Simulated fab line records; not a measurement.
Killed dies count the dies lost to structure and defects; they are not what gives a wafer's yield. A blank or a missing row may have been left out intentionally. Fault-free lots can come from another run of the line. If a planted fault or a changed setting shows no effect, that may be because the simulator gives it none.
Shared-tool check / flow berkeley_cmos170 / Sampled: 14 lots, 42 wafers

== REASON IT WAS OPENED ==
UCB170_SDANNEAL_RS_MEAS_02, reading PSD_RS: flagged on 2 of 14 lots. Wafers without a fault read 75.56 ohm/sq, standard deviation 0.27.
Rule: flag the lot when none of its wafers has a number, or when each of its wafers that has one lies beyond 4 standard deviations from that mean. The other lots count as sound.

lot=L778; measured=day 8 06:10; on=film_metro-04; PSD_RS (ohm/sq), wafer by wafer=75.32 75.78 75.39; flag=
lot=L779; measured=day 8 18:24; on=film_metro-04; PSD_RS (ohm/sq), wafer by wafer=75.60 75.72 75.50; flag=
lot=L780; measured=day 8 19:10; on=film_metro-04; PSD_RS (ohm/sq), wafer by wafer=75.31 75.24 75.30; flag=
lot=L782; measured=day 8 19:35; on=film_metro-03; PSD_RS (ohm/sq), wafer by wafer=75.68 75.78 75.78; flag=
lot=L781; measured=day 8 20:02; on=film_metro-02; PSD_RS (ohm/sq), wafer by wafer=75.27 75.52 75.40; flag=
lot=L784; measured=day 9 20:26; on=film_metro-02; PSD_RS (ohm/sq), wafer by wafer=75.58 75.55 76.04; flag=
lot=L785; measured=day 9 20:54; on=film_metro-04; PSD_RS (ohm/sq), wafer by wafer=75.23 75.36 75.44; flag=
lot=L786; measured=day 9 20:56; on=film_metro-03; PSD_RS (ohm/sq), wafer by wafer=75.48 75.32 75.33; flag=
lot=L789; measured=day 10 15:16; on=film_metro-03; PSD_RS (ohm/sq), wafer by wafer=75.51 75.45 75.88; flag=
lot=L791; measured=day 11 03:04; on=film_metro-04; PSD_RS (ohm/sq), wafer by wafer=65.07 65.37 65.28; flag=FLAGGED
lot=L793; measured=day 11 03:27; on=film_metro-02; PSD_RS (ohm/sq), wafer by wafer=65.10 65.14 65.19; flag=FLAGGED
lot=L798; measured=day 12 06:41; on=film_metro-03; PSD_RS (ohm/sq), wafer by wafer=76.01 75.55 76.10; flag=
lot=L797; measured=day 12 07:18; on=film_metro-03; PSD_RS (ohm/sq), wafer by wafer=75.25 75.38 75.70; flag=
lot=L801; measured=day 12 17:05; on=film_metro-04; PSD_RS (ohm/sq), wafer by wafer=75.52 75.57 75.52; flag=
Average over the flagged lots: 65.19 ohm/sq; offset from the usual -10.37 ohm/sq, equal to -38 standard deviations.

== WHICH TOOL EACH LOT WENT THROUGH ==
The record keeps 1 process step preceding the reading, out of 331 steps on the route. Read each cell as the tool, then ch plus the chambers that the sampled wafers visited, then the start.
lot=L778; flag=; UCB170_SDANNEAL_RTA_01=rtp_anneal-02 ch 0, day 8 06:02
lot=L779; flag=; UCB170_SDANNEAL_RTA_01=rtp_anneal-02 ch 0, day 8 18:21
lot=L780; flag=; UCB170_SDANNEAL_RTA_01=rtp_anneal-01 ch 0, day 8 19:06
lot=L782; flag=; UCB170_SDANNEAL_RTA_01=rtp_anneal-01 ch 0, day 8 19:31
lot=L781; flag=; UCB170_SDANNEAL_RTA_01=rtp_anneal-02 ch 0, day 8 19:57
lot=L784; flag=; UCB170_SDANNEAL_RTA_01=rtp_anneal-01 ch 0, day 9 20:22
lot=L785; flag=; UCB170_SDANNEAL_RTA_01=rtp_anneal-02 ch 0, day 9 20:50
lot=L786; flag=; UCB170_SDANNEAL_RTA_01=rtp_anneal-01 ch 0, day 9 20:53
lot=L789; flag=; UCB170_SDANNEAL_RTA_01=rtp_anneal-02 ch 0, day 10 15:12
lot=L791; flag=FLAGGED; UCB170_SDANNEAL_RTA_01=rtp_anneal-02 ch 0, day 11 03:00
lot=L793; flag=FLAGGED; UCB170_SDANNEAL_RTA_01=rtp_anneal-02 ch 0, day 11 03:23
lot=L798; flag=; UCB170_SDANNEAL_RTA_01=rtp_anneal-01 ch 0, day 12 06:36
lot=L797; flag=; UCB170_SDANNEAL_RTA_01=rtp_anneal-01 ch 0, day 12 07:14
lot=L801; flag=; UCB170_SDANNEAL_RTA_01=rtp_anneal-01 ch 0, day 12 17:01
What the steps here do:
- UCB170_SDANNEAL_RTA_01: time 5 s.
- UCB170_SDANNEAL_RS_MEAS_02: measures by four-point-probe.

== FLAGGED OVER TOTAL, TOOL BY TOOL (the gauges that took the reading come last) ==
step=UCB170_SDANNEAL_RTA_01; tool=rtp_anneal-01; lots run=7; flagged=0; share of the flagged lots=none; sound lots run after its first flagged lot=-
step=UCB170_SDANNEAL_RTA_01; tool=rtp_anneal-02; lots run=7; flagged=2; share of the flagged lots=all; sound lots run after its first flagged lot=0
step=UCB170_SDANNEAL_RS_MEAS_02; tool=film_metro-02; lots run=3; flagged=1; share of the flagged lots=some; sound lots run after its first flagged lot=0
step=UCB170_SDANNEAL_RS_MEAS_02; tool=film_metro-03; lots run=5; flagged=0; share of the flagged lots=none; sound lots run after its first flagged lot=-
step=UCB170_SDANNEAL_RS_MEAS_02; tool=film_metro-04; lots run=6; flagged=1; share of the flagged lots=some; sound lots run after its first flagged lot=1 (L801)

== WHAT IS ALLOWED BY THE TABLE ==
Rows of the table that ran each flagged lot: 1, that is rtp_anneal-02 at UCB170_SDANNEAL_RTA_01.
- rtp_anneal-02 at UCB170_SDANNEAL_RTA_01 ran 7 lots, 2 of them flagged. Its last sound lot is L789 (day 10 15:12), its first flagged lot L791 (day 11 03:00): a fault that began between those two fits. Its own readings lie more than 4 standard deviations out on every wafer of the flagged lots: lamp_power_pct, wafer_temp_C_max.
rtp_anneal-02 at UCB170_SDANNEAL_RTA_01 is the single tool remaining.

== WHAT WAS PUT IN BY THE SIMULATOR ==
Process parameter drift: rtp_anneal-02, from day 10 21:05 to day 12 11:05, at UCB170_SDANNEAL_RTA_01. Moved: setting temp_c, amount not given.
Lots struck among those shown: L791, L793. The rule above found the same.
